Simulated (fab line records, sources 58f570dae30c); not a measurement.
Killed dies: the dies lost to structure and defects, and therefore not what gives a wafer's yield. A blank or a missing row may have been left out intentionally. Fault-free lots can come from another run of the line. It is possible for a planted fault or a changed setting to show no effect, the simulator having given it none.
fab line records / flow berkeleyCmos170
record lots=15 wafers=45 lastDay=13
route steps=331 shown V1@264
lots untouched by any fault: they come from a run of this same line in which no faults occurred
startH: start of the lot's first displayed wafer, in hours after the record's first day / waitH: hours since the lot's step before / " repeats the value in the row above / L1.1+2: a single row standing in for several wafers / - no value, or no start was given / * or withheld: withheld / < > ~ a bound
route shown NAME@n: a module of which the file shows steps, and the number in the route of the first / usual: mean/standard deviation of fault-free wafers / same: alike in all rows / chamber/n: place in a boat / sites: readings site by site / _std_site: standard deviation of those values / _edge_site: outer sites' mean less inner sites' / radiusMm: for every site, how far away it sits from the centre of the wafer / mask NAME#n: copy n / behind: the most recent tool/chamber to have shaped the wafer / hold: reason for holding the lot/hours on hold/outcome of the hold / device: which transistor (n, p or np) failed to switch / end of line: the route-end tests of the same wafers / where a step has no rows: the recipe by itself / killed: the dies lost at the first sort to structure and to defects; this is not the yield of the wafer / map: the dies of a wafer, with x for killed, . for not killed, _ for no die there
set.NAME: the setting that was run; set.NAME@STEP: the one run at that earlier step / model.NAME: the simulator's own value behind a step, which no gauge read
route steps across a sampled set of lots; one table per step, one row per wafer
## steps
# step UCB170_V1_PEB_10
# recipe pebTempC=130 pebTimeS=withheld resist=KrF
# usual chillPlateTempC=22.98/0.1 exhaustPa=44.8/0.85
lot.wafer=L358.2 tool=lithoTrack-01 chamber=0 startH=166.37 waitH=0.3 chillPlateTempC=23.08 exhaustPa=44.3
lot.wafer=L358.5 tool=lithoTrack-01 chamber=0 startH=166.37 waitH=0.3 chillPlateTempC=22.87 exhaustPa=43.6
lot.wafer=L358.6 tool=lithoTrack-01 chamber=0 startH=166.37 waitH=0.3 chillPlateTempC=23.05 exhaustPa=43.4
lot.wafer=L359.1 tool=lithoTrack-04 chamber=0 startH=196 waitH=- chillPlateTempC=22.92 exhaustPa=45.7
lot.wafer=L359.2 tool=lithoTrack-04 chamber=0 startH=196 waitH=- chillPlateTempC=22.84 exhaustPa=44.6
lot.wafer=L359.3 tool=lithoTrack-04 chamber=0 startH=196 waitH=- chillPlateTempC=22.96 exhaustPa=45.2
lot.wafer=L360.1 tool=lithoTrack-01 chamber=0 startH=196.82 waitH=0.6 chillPlateTempC=23.08 exhaustPa=43.9
lot.wafer=L360.4 tool=lithoTrack-01 chamber=0 startH=196.82 waitH=0.6 chillPlateTempC=23.08 exhaustPa=44.9
lot.wafer=L360.5 tool=lithoTrack-01 chamber=0 startH=196.82 waitH=0.6 chillPlateTempC=23.05 exhaustPa=43.9
lot.wafer=L362.3 tool=lithoTrack-01 chamber=0 startH=215.05 waitH=0.3 chillPlateTempC=22.85 exhaustPa=45.8
lot.wafer=L362.4 tool=lithoTrack-01 chamber=0 startH=215.05 waitH=0.3 chillPlateTempC=22.97 exhaustPa=45.4
lot.wafer=L362.6 tool=lithoTrack-01 chamber=0 startH=215.05 waitH=0.3 chillPlateTempC=23.18 exhaustPa=46.4
lot.wafer=L364.1 tool=lithoTrack-04 chamber=0 startH=216.66 waitH=0.2 chillPlateTempC=23.20 exhaustPa=43.8
lot.wafer=L364.2 tool=lithoTrack-04 chamber=0 startH=216.66 waitH=0.2 chillPlateTempC=23.02 exhaustPa=42.9
lot.wafer=L364.4 tool=lithoTrack-04 chamber=0 startH=216.66 waitH=0.2 chillPlateTempC=23.20 exhaustPa=43.1
lot.wafer=L369.1 tool=lithoTrack-01 chamber=0 startH=240.89 waitH=0.1 chillPlateTempC=23.05 exhaustPa=44.9
lot.wafer=L369.2 tool=lithoTrack-01 chamber=0 startH=240.89 waitH=0.1 chillPlateTempC=22.90 exhaustPa=45.0
lot.wafer=L369.6 tool=lithoTrack-01 chamber=0 startH=240.89 waitH=0.1 chillPlateTempC=23.05 exhaustPa=45.2
lot.wafer=L368.1 tool=lithoTrack-01 chamber=- startH=242.00 waitH=0.1 chillPlateTempC=- exhaustPa=-
lot.wafer=L368.3 tool=lithoTrack-01 chamber=- startH=242.00 waitH=0.1 chillPlateTempC=- exhaustPa=-
lot.wafer=L368.5 tool=lithoTrack-01 chamber=- startH=242.00 waitH=0.1 chillPlateTempC=- exhaustPa=-
lot.wafer=L370.4 tool=lithoTrack-04 chamber=- startH=254.57 waitH=0.4 chillPlateTempC=- exhaustPa=-
lot.wafer=L370.5 tool=lithoTrack-04 chamber=- startH=254.57 waitH=0.4 chillPlateTempC=- exhaustPa=-
lot.wafer=L370.6 tool=lithoTrack-04 chamber=- startH=254.57 waitH=0.4 chillPlateTempC=- exhaustPa=-
lot.wafer=L371.1 tool=lithoTrack-01 chamber=- startH=254.66 waitH=0.3 chillPlateTempC=- exhaustPa=-
lot.wafer=L371.4 tool=lithoTrack-01 chamber=- startH=254.66 waitH=0.3 chillPlateTempC=- exhaustPa=-
lot.wafer=L371.6 tool=lithoTrack-01 chamber=- startH=254.66 waitH=0.3 chillPlateTempC=- exhaustPa=-
lot.wafer=L374.3 tool=lithoTrack-01 chamber=0 startH=261.31 waitH=0.1 chillPlateTempC=22.82 exhaustPa=45.0
lot.wafer=L374.4 tool=lithoTrack-01 chamber=0 startH=261.31 waitH=0.1 chillPlateTempC=22.93 exhaustPa=43.6
lot.wafer=L374.6 tool=lithoTrack-01 chamber=0 startH=261.31 waitH=0.1 chillPlateTempC=22.83 exhaustPa=44.4
lot.wafer=L378.1 tool=lithoTrack-01 chamber=0 startH=283.58 waitH=0.1 chillPlateTempC=22.97 exhaustPa=44.7
lot.wafer=L378.2 tool=lithoTrack-01 chamber=0 startH=283.58 waitH=0.1 chillPlateTempC=22.84 exhaustPa=44.2
lot.wafer=L378.5 tool=lithoTrack-01 chamber=0 startH=283.58 waitH=0.1 chillPlateTempC=22.89 exhaustPa=42.9
lot.wafer=L376.2 tool=lithoTrack-01 chamber=0 startH=287.34 waitH=0.1 chillPlateTempC=22.99 exhaustPa=44.6
lot.wafer=L376.3 tool=lithoTrack-01 chamber=0 startH=287.34 waitH=0.1 chillPlateTempC=22.95 exhaustPa=45.2
lot.wafer=L376.5 tool=lithoTrack-01 chamber=0 startH=287.34 waitH=0.1 chillPlateTempC=22.80 exhaustPa=45.9
lot.wafer=L380.2 tool=lithoTrack-01 chamber=0 startH=288.79 waitH=0.3 chillPlateTempC=23.17 exhaustPa=44.3
lot.wafer=L380.3 tool=lithoTrack-01 chamber=0 startH=288.79 waitH=0.3 chillPlateTempC=23.05 exhaustPa=45.4
lot.wafer=L380.6 tool=lithoTrack-01 chamber=0 startH=288.79 waitH=0.3 chillPlateTempC=23.05 exhaustPa=44.6
lot.wafer=L379.1 tool=lithoTrack-01 chamber=0 startH=292.00 waitH=0.8 chillPlateTempC=23.07 exhaustPa=45.2
lot.wafer=L379.3 tool=lithoTrack-01 chamber=0 startH=292.00 waitH=0.8 chillPlateTempC=23.04 exhaustPa=45.7
lot.wafer=L379.5 tool=lithoTrack-01 chamber=0 startH=292.00 waitH=0.8 chillPlateTempC=23.00 exhaustPa=44.8
lot.wafer=L381.2 tool=lithoTrack-01 chamber=0 startH=292.57 waitH=0.6 chillPlateTempC=23.00 exhaustPa=45.8
lot.wafer=L381.4 tool=lithoTrack-01 chamber=0 startH=292.57 waitH=0.6 chillPlateTempC=23.02 exhaustPa=46.5
lot.wafer=L381.6 tool=lithoTrack-01 chamber=0 startH=292.57 waitH=0.6 chillPlateTempC=22.84 exhaustPa=45.7
## key
firstSign step=UCB170_V1_PEB_10 reading=toolRecord direction=missing
effect none on later readings
metAt UCB170_V1_PEB_10
struckLots L368,L370,L371
laterRowsLeftOut L368.1,L368.3,L368.5,L370.4,L370.5,L370.6,L371.1,L371.4,L371.6
sortLeftOut L368.1,L368.3,L368.5,L370.4,L370.5,L370.6,L371.1,L371.4,L371.6
onsetBetween 240.89 242.00
fault kind=skippedStepWhole tool=lithoTrack-01,lithoTrack-04 chamber=- onsetH=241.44 steps=UCB170_V1_PEB_10 scope=struckLotsOnly
# sortLeftOut: the simulated sort isn't trusted on such a fault, so these wafers' sort isn't shown, and their yield isn't known
# laterRowsLeftOut: the simulator's readings of these wafers behind a module that went badly wrong aren't trusted and aren't shown, but for the sort
